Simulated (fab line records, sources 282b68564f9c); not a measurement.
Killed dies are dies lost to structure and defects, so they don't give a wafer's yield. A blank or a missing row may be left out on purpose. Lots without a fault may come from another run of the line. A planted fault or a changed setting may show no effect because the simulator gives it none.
A struck lot beside a sound one | flow rit_cmos | 22 steps out of a route of 202
Sound: wafers L323.1, L323.5, L323.6. Struck: wafers L330.1, L330.3, L330.6. The cause comes at the end.
At each step with rows: each side's tool, then ch and its chambers, then its first start. Under that, the readings that differ: sound wafers | struck wafers | difference of the means | sigmas: that difference in standard deviations of wafers without a fault.
alike: readings whose means differ by less than 2 such deviations, and words and numbers that are the same on both sides. not compared: withheld readings, readings that some wafer has no value for, bounds like >300 that may hide the same value, and numbers for which the record gives no deviation and whose values overlap.
The two part at a step that has a row with sigmas, a row that says differs or no value, or rows on one side only. Numbers that don't overlap but have no deviation are shown without sigmas and don't part them. A reading that every wafer of one side lacks parts them only if that side has two wafers or more.

first, 2 steps without rows for these wafers: RIT_NSD_HARDBAKE_07 (time 60 s); RIT_NSD_IMPLANT_08.
RIT_NSD_STRIP_09: strips in O2, time 180 s.
  sound on plasma_asher-02 ch 0,1, day 3 20:05; struck on plasma_asher-04 ch 0,1, day 5 06:02
  alike: drypump_motor_current_A, o2_flow_sccm, rf_refl_power_W
  not compared: rf_hours_counter_h
RIT_NSD_TW_MEAS_10:
  sound on film_metro-04, day 3 20:16; struck on film_metro-01, day 5 06:13
  reading | sound          | struck         | difference | sigmas
  NSD_TW  | 3119 3109 3131 | 3045 3044 3029 | -80        | -3
then, 6 steps without rows for these wafers: RIT_PSD_HMDS_00 (prime time 60 s); RIT_PSD_COAT_01 (resist thk 1000 nm); RIT_PSD_SOFTBAKE_02 (time 60 s); RIT_PSD_EXPOSE_03 (exposes mask M10, target cd 40900 nm); RIT_PSD_PEB_04; RIT_PSD_DEVELOP_05 (develop time 50 s).
RIT_PSD_OVL_MEAS_06:
  sound on overlay-02, day 3 21:18; struck on overlay-02, day 5 07:15
  alike: PSD_OVL
then, 1 step without rows for these wafers: RIT_PSD_HARDBAKE_07 (time 60 s).
RIT_PSD_IMPLANT_08:
  sound on implanter-04 ch 0, day 3 21:29; struck on implanter-02 ch 0, day 5 07:26
RIT_PSD_STRIP_09: strips in O2, time 180 s.
  sound on plasma_asher-01 ch 0,1, day 3 21:38; struck on plasma_asher-01 ch 0,1, day 5 07:35
  alike: drypump_motor_current_A, o2_flow_sccm, rf_refl_power_W
  not compared: rf_hours_counter_h
RIT_PSD_TW_MEAS_10:
  sound on film_metro-04, day 3 21:49; struck on film_metro-03, day 5 07:46
  alike: PSD_TW
then, 3 steps without rows for these wafers: RIT_SDANNEAL_CLEAN_00 (cleans in SC1, time 600 s); RIT_SDANNEAL_CLEAN_01 (cleans in dHF, time 30 s); RIT_SDANNEAL_CLEAN_02 (cleans in SC2, time 600 s).
RIT_SDANNEAL_RTA_03: time 5 s.
  sound on rtp_anneal-02 ch 0, day 3 22:14; struck on rtp_anneal-01 ch 0, day 5 08:13
  alike: wafer_temp_C_max
RIT_SDANNEAL_RS_MEAS_04: measures by four-point-probe.
  sound on film_metro-04, day 3 22:18; struck on film_metro-03, day 5 08:17
  reading         | sound                | struck               | difference | sigmas
  PSD_RS (ohm/sq) | 115.99 116.10 116.19 | 117.07 116.69 116.80 | +0.76      | +3
RIT_SDANNEAL_RS_MEAS_05: measures by four-point-probe.
  sound on film_metro-04, day 3 22:25; struck on film_metro-03, day 5 08:24
  alike: NSD_RS
RIT_M1_PROBE_99:
  sound on prober-02, day 4 05:41; struck on prober-01, day 5 15:46
  reading                          | sound                      | struck                  | difference | sigmas
  model.etest.pmos_0p15.vt_v_range | 0.005728 0.006576 0.004459 | 0.01772 0.01692 0.02243 | +0.01344   |
  alike: killed_at_contacts, killed_at_front_end, killed_dies, killed_open, killed_short
  not compared: model.etest.pmos_0p15.drive_ua_um_range, model.etest.diode_pplus_nwell.cj_ff_um2_range

WHERE THEY PART
First at RIT_NSD_TW_MEAS_10; last, within this record, at RIT_SDANNEAL_RS_MEAS_04. Later steps at which nothing parts them and some readings are alike: RIT_SDANNEAL_RS_MEAS_05, RIT_M1_PROBE_99.

WHY: what the simulator had put in
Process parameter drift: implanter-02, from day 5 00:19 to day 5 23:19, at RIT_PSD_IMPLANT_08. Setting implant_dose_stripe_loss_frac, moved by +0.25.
